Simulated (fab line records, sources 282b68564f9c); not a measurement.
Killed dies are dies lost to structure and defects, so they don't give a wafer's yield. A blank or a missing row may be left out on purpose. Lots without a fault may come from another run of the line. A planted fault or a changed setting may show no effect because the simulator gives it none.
Problem report in the 8D (eight disciplines) form, filled by code | flow rit_cmos | the parts of the form that need people (team, actions taken, sign-off) are left out

1. THE PROBLEM
M1_AL_RS at RIT_M1_RS_MEAS_01 reads a mean of 0.0441 ohm/sq on 1 wafer of 1 lot; wafers without a fault read 0.0733 ohm/sq with a standard deviation of 0.00074. That is -39 standard deviations from the usual mean.
The step: measures by four-point-probe.
First seen on wafer L376.5, day 6 03:47, on film_metro-04. The record holds 36 wafers of 12 lots with a number at this step. Rule for "out", or "out of limits": more than 4 standard deviations from the usual mean. The other wafers with a number count as sound.

2. WHAT IT IS AND WHAT IT IS NOT
question                    | is               | is not
which readings at this step | M1_AL_RS         | -
which lots                  | L376             | L362, L363, L364, L365, L366, L367, L377, L379, L381, L383, L385
which wafers of those lots  | L376.5           | L376.3, L376.6
read on which gauges        | film_metro-04    | film_metro-02, film_metro-03
when                        | from day 6 03:47 | up to then (20 sound wafers); but 15 sound wafers of L377, L379, L381, L383, L385 came after

3. SUSPECTS, AND WHAT RULES EACH OUT
Counting: a tool at a process step up to the reading stays a suspect if it ran every lot that is out. Sound lots after the first of them don't rule it out here, since some wafers of a struck lot are sound.
- the gauge at RIT_M1_RS_MEAS_01: ruled out. All the wafers that are out were read on film_metro-04, but those of them that RIT_M1_METAL_ETCH_12 has rows for are out there too, on other tools.
- pvd_sputter-03 at RIT_M1_SPUTTER_00 (material Al, target thk 400 nm, time 500 s): kept. It ran the lot that is out, L376 (day 6 03:25); its last sound lot up to then is L367 (day 4 07:13).
Left after counting: pvd_sputter-03 at RIT_M1_SPUTTER_00.

4. THE CAUSE (what the simulator had put in)
Process parameter drift: pvd_sputter-03, from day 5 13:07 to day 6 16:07, at RIT_M1_SPUTTER_00. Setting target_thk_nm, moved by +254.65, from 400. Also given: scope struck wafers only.
Counting left only this tool.

5. THE CHAIN OF EFFECTS, in route order
Each row: a reading whose mean over the struck wafers that have a number lies more than 3 standard deviations from the usual. Only readings for which the record gives a usual standard deviation are gone through. hours: the time from each lot's start at the first step in this table that gives one to its start at this step, as a median over the lots. sigmas: the change in usual standard deviations.
hours | step                 | reading              | usual         | on struck wafers | change  | sigmas
0     | RIT_M1_RS_MEAS_01    | M1_AL_RS             | 0.0733 ohm/sq | 0.0441           | -0.0292 | -39
0     | RIT_M1_THK_MEAS_02   | M1_AL_THK            | 405 nm        | 668              | +263    | +60
1     | RIT_M1_METAL_ETCH_12 | oes_product_au       | 0.787 a.u.    | 0.983            | +0.196  | +21
4     | RIT_M1_PROBE_99      | defect_limited_yield | 97.5 %        | 0.0              | -97.5   | -81
4     | RIT_M1_PROBE_99      | killed_at_M0_to_M3   | 0.0           | 259.0            | +259.0  | +99 or more
4     | RIT_M1_PROBE_99      | killed_dies          | 7             | 264              | +257    | +83
4     | RIT_M1_PROBE_99      | killed_on_rim        | 1.8           | 70.0             | +68.2   | +45
4     | RIT_M1_PROBE_99      | sort_bin_5_function  | 1.5 %         | 100.0            | +98.5   | +99 or more
4     | RIT_M1_PROBE_99      | sort_n_pass          | 257           | 0                | -257    | -83
4     | RIT_M1_PROBE_99      | sort_yield_pct       | 97.5 %        | 0.0              | -97.5   | -81
The process steps in it:
- RIT_M1_METAL_ETCH_12: etches Al in Cl2/BCl3, stops on SiO2, time 165 s, target depth 600 nm.
- RIT_M1_PROBE_99

6. WHAT WOULD HAVE CAUGHT IT SOONER
In this record the first reading out of limits at a measuring or inspecting step was taken at day 6 03:47, 15 hours after the fault began at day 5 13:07.
Of the tool readings at RIT_M1_SPUTTER_00 for which the record gives a usual standard deviation, none was out on any struck wafer, so an alarm limit of 4 standard deviations on them would not have fired.
All the lots that are out (1) had begun RIT_M1_SPUTTER_00 on pvd_sputter-03 by day 6 03:47. A hold on the tool at that time would have spared none of them.
